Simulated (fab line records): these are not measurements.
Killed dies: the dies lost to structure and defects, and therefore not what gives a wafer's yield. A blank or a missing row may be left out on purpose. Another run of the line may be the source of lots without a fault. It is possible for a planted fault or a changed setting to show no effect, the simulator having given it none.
Lot-split experiment ; flow rit-cmos ; 5 lots, 21 wafers read, on a route of 202 steps

== ON THE SPLIT ==
At RIT_GATE_EXPOSE_13 (exposes mask M6, target cd 150 nm), the setting dose-mj was moved away from the recipe's 380 on 9 of the 21 wafers read, by -6.4% to +4.3%. The other wafers ran this setting at the recipe's value.

== FROM THE SPLIT TO THE READING: what the file shows between them, 2 steps ==
- RIT_GATE_DEVELOP_15: develop time 50 s (also split here: develop-time-s)
- RIT_GATE_HARDBAKE_18: time 60 s

== THE READING ==
GATE.cd-nm (the simulator's own value, which no gauge read), in nm, at RIT_GATE_ETCH_19 (etches poly-Si in SF6/CHF3/O2, stops on SiO2, time 165 s, target depth 312.5 nm). The file gives no usual value for it. Here, 12 wafers ran the recipe; their average is 152.1 nm with a standard deviation of 1.6 nm.

wafer;tool, chamber at the split;dose-mj as run;against the recipe;GATE.cd-nm, nm;against lot-mates on the recipe
L074.1;iline-stepper-02, 0;380;recipe;152.3;-
L074.2;iline-stepper-02, 0;355.7;-6.4%;183.8;+32.5
L074.3;iline-stepper-02, 0;355.7;-6.4%;185.4;+34.1
L074.4;iline-stepper-02, 0;380;recipe;150.3;-
L074.6;iline-stepper-02, 0;355.7;-6.4%;184.9;+33.6
L075.3;iline-stepper-01, 0;380;recipe;153;-
L075.5;iline-stepper-01, 0;380;recipe;151.4;-
L075.6;iline-stepper-01, 0;396.5;+4.3%;132.3;-19.9
L080.1;iline-stepper-01, 0;380;recipe;153.2;-
L080.5;iline-stepper-01, 0;380;recipe;153.2;-
L080.2;iline-stepper-01, 0;380;recipe;153.9;-
L081.1;iline-stepper-01, 0;368.7;-3.0%;169.1;+15.9
L081.2;iline-stepper-01, 0;380;recipe;153.2;-
L081.3;iline-stepper-01, 0;380;recipe;154.3;-
L081.4;iline-stepper-01, 0;368.7;-3.0%;168.6;+15.4
L081.6;iline-stepper-01, 0;380;recipe;152;-
L082.2;iline-stepper-01, 0;361.6;-4.8%;175.3;+25.9
L082.3;iline-stepper-01, 0;361.6;-4.8%;174.6;+25.2
L082.4;iline-stepper-01, 0;380;recipe;149.1;-
L082.5;iline-stepper-01, 0;380;recipe;149.7;-
L082.6;iline-stepper-01, 0;361.6;-4.8%;176.2;+26.8

THE FIT
A straight line over all 21 wafers: GATE.cd-nm changes by -4.96 nm for each +1% of dose-mj; r = -0.99; the points scatter about the line by 1.6 nm.
The same after taking each lot's own level away (the mean of its wafers on the recipe; 21 wafers): -5.16 nm for each +1%; r = -1.00; scatter 0.93 nm.
According to that fit, moving dose-mj by its largest amount changes the reading by 33 nm.
The span of the lots' own levels, 149.40 to 153.43 nm, comes to 2.5 times the standard deviation stated above.
The two slopes are in agreement: the lot-to-lot level therefore moves the slope only a little.
Check: +33.6 nm against its lot-mates is what the line predicts for one of the wafers moved furthest among these (-6.4%) when that wafer is left out of the fit. It came out at +32.5 nm against them.

== THESE WAFERS: OTHER SPLITS ==
Before the reading, these wafers also passed through other splits. Each is held against what the fit with the lots' levels taken away leaves over:
other split on the same wafers;wafers away from the commonest value;r with GATE.cd-nm (lot level and that fit taken away)
RIT_ACTIVE_OXIDATION_01 temp-c;13;+0.10
RIT_ACTIVE_EXPOSE_08 dose-mj;5;-0.15
RIT_ACTIVE_ETCH_13 time-s;7;+0.03
RIT_NWELL_COAT_01 resist-thk-nm;10;+0.11
RIT_NWELL_IMPLANT_08 dose-cm2;4;+0.03
RIT_PWELL_STRIP_09 o2-flow-sccm;7;+0.33
RIT_NRETRO_IMPLANT_08 energy-kev;7;+0.19
RIT_PRETRO_COAT_01 resist-thk-nm;8;+0.04
RIT_PRETRO_IMPLANT_08 energy-kev;8;+0.12
RIT_GATE_OXIDATION_05 temp-c;16;-0.06
RIT_GATE_DEVELOP_15 develop-time-s;0;-

== FILE'S OWN FIT ==
GATE.cd-nm changes by -5.18 nm for each +1% of dose-mj, r = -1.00.
